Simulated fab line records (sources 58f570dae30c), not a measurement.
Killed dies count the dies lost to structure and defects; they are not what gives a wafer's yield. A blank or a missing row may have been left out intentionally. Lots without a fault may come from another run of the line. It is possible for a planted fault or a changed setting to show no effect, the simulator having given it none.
Lot-split experiment -- flow berkeley_cmos170 -- on a route of 331 steps: 5 lots, 23 wafers read

ABOUT THE SPLIT
At UCB170_M3_SPUTTER_01 (material Al, target thk 900 nm, time 120 s), the setting time_s was moved away from the recipe's 120 s on 7 of the 23 wafers read, by -15.0% to +8.4%. The other wafers ran this setting at the recipe's value.

FROM THE SPLIT TO THE READING: what the file shows between them, 1 step
- UCB170_M3_RS_MEAS_02: measures by four-point-probe

THE READING
M3_AL_THK, in nm, at UCB170_M3_THK_MEAS_03 (measures by xrf). Typical for fault-free wafers on this fab line: 927 nm, with standard deviation 15 nm.

wafer,"tool, chamber at the split","time_s as run, s",against the recipe,"M3_AL_THK, nm",against lot-mates on the recipe
L074.1,"pvd_sputter-02, -",120,recipe,928,-
L074.2,"pvd_sputter-02, -",129.4,+7.8%,984,+53
L074.4,"pvd_sputter-02, -",129.4,+7.8%,982,+51
L074.5,"pvd_sputter-02, -",120,recipe,932,-
L074.6,"pvd_sputter-02, -",120,recipe,932,-
L076.2,"pvd_sputter-02, -",120,recipe,944,-
L076.3,"pvd_sputter-02, -",120,recipe,952,-
L076.6,"pvd_sputter-02, -",120,recipe,941,-
L075.1,"pvd_sputter-03, -",130.1,+8.4%,1014,+73
L075.2,"pvd_sputter-03, -",120,recipe,939,-
L075.3,"pvd_sputter-03, -",120,recipe,941,-
L075.4,"pvd_sputter-03, -",130.1,+8.4%,1009,+68
L075.5,"pvd_sputter-03, -",120,recipe,942,-
L079.1,"pvd_sputter-02, -",120,recipe,934,-
L079.3,"pvd_sputter-02, -",120,recipe,911,-
L079.4,"pvd_sputter-02, -",120,recipe,900,-
L079.5,"pvd_sputter-02, -",120,recipe,903,-
L079.6,"pvd_sputter-02, -",120,recipe,937,-
L082.1,"pvd_sputter-02, -",102,-15.0%,793,-125
L082.2,"pvd_sputter-02, -",102,-15.0%,756,-162
L082.3,"pvd_sputter-02, -",120,recipe,931,-
L082.4,"pvd_sputter-02, -",120,recipe,905,-
L082.5,"pvd_sputter-02, -",102,-15.0%,791,-127

FIT RESULTS
A straight line over all 23 wafers: M3_AL_THK changes by +9.49 nm for each +1% of time_s; r = +0.97; the points scatter about the line by 16 nm.
The same after taking each lot's own level away (the mean of its wafers on the recipe; 23 wafers): +8.72 nm for each +1%; r = +0.98; scatter 12 nm.
On that fit, the largest move of time_s shifts the reading by 1.3e+02 nm.
Across the lots, their own levels run from 917.0 to 945.7 nm, a range of 1.9 times the standard deviation given above.
Consequently the slope shifts little with the lot-to-lot level, the two slopes agreeing.
Check: with one of the wafers moved furthest among these (-15.0%) left out of the fit, the line predicts -136 nm for it against its lot-mates. Against them it came out at -125 nm.

OTHER SPLITS ON THESE WAFERS
Note: prior to the reading, these wafers also went through further splits. Each is held against what the fit with the lots' levels taken away leaves over:
other split on the same wafers,wafers away from the commonest value,r with M3_AL_THK (lot level and that fit taken away)
UCB170_NWELL_IMPLANT_14 energy_kev,7,+0.07
UCB170_PWELL_CVD_05 temp_c,18,+0.20
UCB170_ACTIVE_COAT_08 resist_thk_nm,10,+0.29
UCB170_PFIELD_IMPLANT_07 energy_kev,11,-0.15
UCB170_PVT_IMPLANT_07 energy_kev,8,-0.11
UCB170_PLDD_COAT_01 resist_thk_nm,9,-0.29
UCB170_PLDD_IMPLANT_09 energy_kev,3,+0.05
UCB170_SILICIDE_SPUTTER_01 time_s,8,+0.03

THE WHOLE CHAIN: every reading that the file lists as answering this split, in the file's order
step,what it does,reading,change (the file's fit),r (the file's)
UCB170_M3_SPUTTER_01,"material Al, target thk 900 nm, time 120 s","Al_of_M3_SPUTTER_01.thk_nm (the simulator's own value, which no gauge read)",+8.28 nm for each +1% of the setting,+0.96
UCB170_M3_RS_MEAS_02,measures by four-point-probe,M3_AL_RS,-0.000327 for each +1% of the setting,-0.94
UCB170_M3_THK_MEAS_03,measures by xrf,M3_AL_THK,+8.64 for each +1% of the setting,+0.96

THE FILE'S OWN FIT
M3_AL_THK changes by +8.64 nm for each +1% of time_s, r = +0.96.
